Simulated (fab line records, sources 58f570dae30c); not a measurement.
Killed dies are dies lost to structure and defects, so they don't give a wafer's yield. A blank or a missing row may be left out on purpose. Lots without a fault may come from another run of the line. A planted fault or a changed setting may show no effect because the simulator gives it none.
Which tool did it? | flow berkeley_cmos170 | 14 lots, 42 wafers sampled, at 3 steps of a route of 331

WHAT THE GAUGES READ, wafer by wafer
UCB170_PWELL_TW_MEAS_17. Usual: PWELL_TW 379, standard deviation 4.1.
lot  | measured    | on            | PWELL_TW    | flag
L238 | day 3 20:46 | film_metro-04 | 375 376 376 |
L241 | day 4 07:43 | film_metro-03 | 382 383 381 |
L243 | day 5 01:13 | film_metro-02 | 381 381 378 |
L242 | day 5 01:15 | film_metro-03 | 381 380 379 |
L244 | day 5 01:56 | film_metro-02 | 382 382 382 |
L246 | day 5 05:50 | film_metro-04 | 373 372 372 |
L245 | day 5 06:05 | film_metro-02 | 381 379 377 |
L247 | day 5 06:13 | film_metro-04 | 372 373 372 |
L248 | day 5 16:36 | film_metro-03 | 381 377 381 |
L249 | day 6 02:14 | film_metro-02 | 383 380 380 |
L250 | day 6 08:19 | film_metro-02 | 380 380 382 |
L251 | day 6 13:03 | film_metro-04 | 376 374 374 |
L257 | day 7 16:38 | film_metro-02 | 394 394 394 | OFF
L258 | day 7 17:00 | film_metro-02 | 395 395 396 | OFF

UCB170_V2_BOW_MEAS_03. Usual: V2_BOW 36 um, standard deviation 7.
lot  | measured     | on            | V2_BOW (um) | flag
L238 | day 9 06:18  | film_metro-01 | 30 31 42    |
L241 | day 9 05:39  | film_metro-03 | 36 35 43    |
L243 | day 10 05:07 | film_metro-01 | 23 37 35    |
L242 | day 10 08:01 | film_metro-01 | 33 36 45    |
L244 | day 10 03:18 | film_metro-01 | 39 36 29    |
L246 | day 10 08:29 | film_metro-01 | 35 35 38    |
L245 | day 10 06:12 | film_metro-02 | 35 41 40    |
L247 | day 10 09:08 | film_metro-03 | 30 35 34    |
L248 | day 10 10:38 | film_metro-03 | 43 36 16    |
L249 | day 11 06:32 | film_metro-03 | 48 42 27    |
L250 | day 11 11:12 | film_metro-03 | 41 33 40    |
L251 | day 11 20:59 | film_metro-03 | 34 37 35    |
L257 | day 13 05:20 | film_metro-01 | 37 45 34    |
L258 | day 13 05:34 | film_metro-03 | 34 41 35    |

WHICH TOOL RAN EACH LOT (tool, then ch and the chambers of the sampled wafers, then the start)
lot  | UCB170_PWELL_IMPLANT_15
L238 | implanter-04 ch 0, day 3 20:31
L241 | implanter-03 ch 0, day 4 07:29
L243 | implanter-02 ch 0, day 5 00:58
L242 | implanter-03 ch 0, day 5 01:01
L244 | implanter-04 ch 0, day 5 01:42
L246 | implanter-04 ch 0, day 5 05:35
L245 | implanter-02 ch 0, day 5 05:50
L247 | implanter-03 ch 0, day 5 05:58
L248 | implanter-03 ch 0, day 5 16:21
L249 | implanter-04 ch 0, day 6 02:00
L250 | implanter-03 ch 0, day 6 08:04
L251 | implanter-04 ch 0, day 6 12:48
L257 | implanter-03 ch 0, day 7 16:24
L258 | implanter-03 ch 0, day 7 16:46
- UCB170_PWELL_IMPLANT_15

WHAT THE TOOLS THEMSELVES READ (means of the sampled wafers that have a number; where no wafer has one, the mark that the record gives instead)
UCB170_PWELL_IMPLANT_15. Usual: beam_energy_keV 60.000, standard deviation 0.02.
lot  | tool         | beam_energy_keV | flag
L238 | implanter-04 | 59.995          |
L241 | implanter-03 | 60.022          |
L243 | implanter-02 | 59.982          |
L242 | implanter-03 | 60.013          |
L244 | implanter-04 | 60.006          |
L246 | implanter-04 | 60.012          |
L245 | implanter-02 | 60.011          |
L247 | implanter-03 | 60.013          |
L248 | implanter-03 | 59.994          |
L249 | implanter-04 | 60.015          |
L250 | implanter-03 | 60.015          |
L251 | implanter-04 | 60.008          |
L257 | implanter-03 | 78.007          | OFF
L258 | implanter-03 | 77.997          | OFF

THE ANSWER, worked out from the rows above alone
Rule: a lot is off if the mean of its wafers that have a number lies more than 3 standard deviations from the usual mean. A lot without any number at a reading at which 4 lots or more have one is off too. The other lots that the step has rows for count as sound. The gauges are gone through in route order, then the tools' own readings, and for those a lot's mean is taken as printed above. The first step at which some lot is off is used, and at that step the reading that is off furthest; a lot without a number counts as furthest.
Off: L257, L258, at UCB170_PWELL_TW_MEAS_17 (PWELL_TW).
A tool fits if, at a process step before that reading, it ran every lot that is off, and no sound lot after the first of them. The gauges at UCB170_PWELL_TW_MEAS_17 aren't tried: what is off there is off at UCB170_PWELL_IMPLANT_15 too, on other tools, and a gauge's error can't cause that. One fits: implanter-03 at UCB170_PWELL_IMPLANT_15. Its last sound lot is L250 (day 6 08:04), its first lot that is off L257 (day 7 16:24): a fault that began between those two fits.
The tool's own readings at UCB170_PWELL_IMPLANT_15 bear it out: on the lots that are off they differ by more than 5 times the standard deviation of the sound lots' means. beam_energy_keV reads 78.002 there against 60.007 on the sound lots.

WHAT THE SIMULATOR HAD PUT IN
Process parameter drift: implanter-03, from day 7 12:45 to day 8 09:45, at UCB170_PWELL_IMPLANT_15. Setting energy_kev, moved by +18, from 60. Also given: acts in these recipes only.
Lots struck among those shown: L257, L258. The rule above found the same.
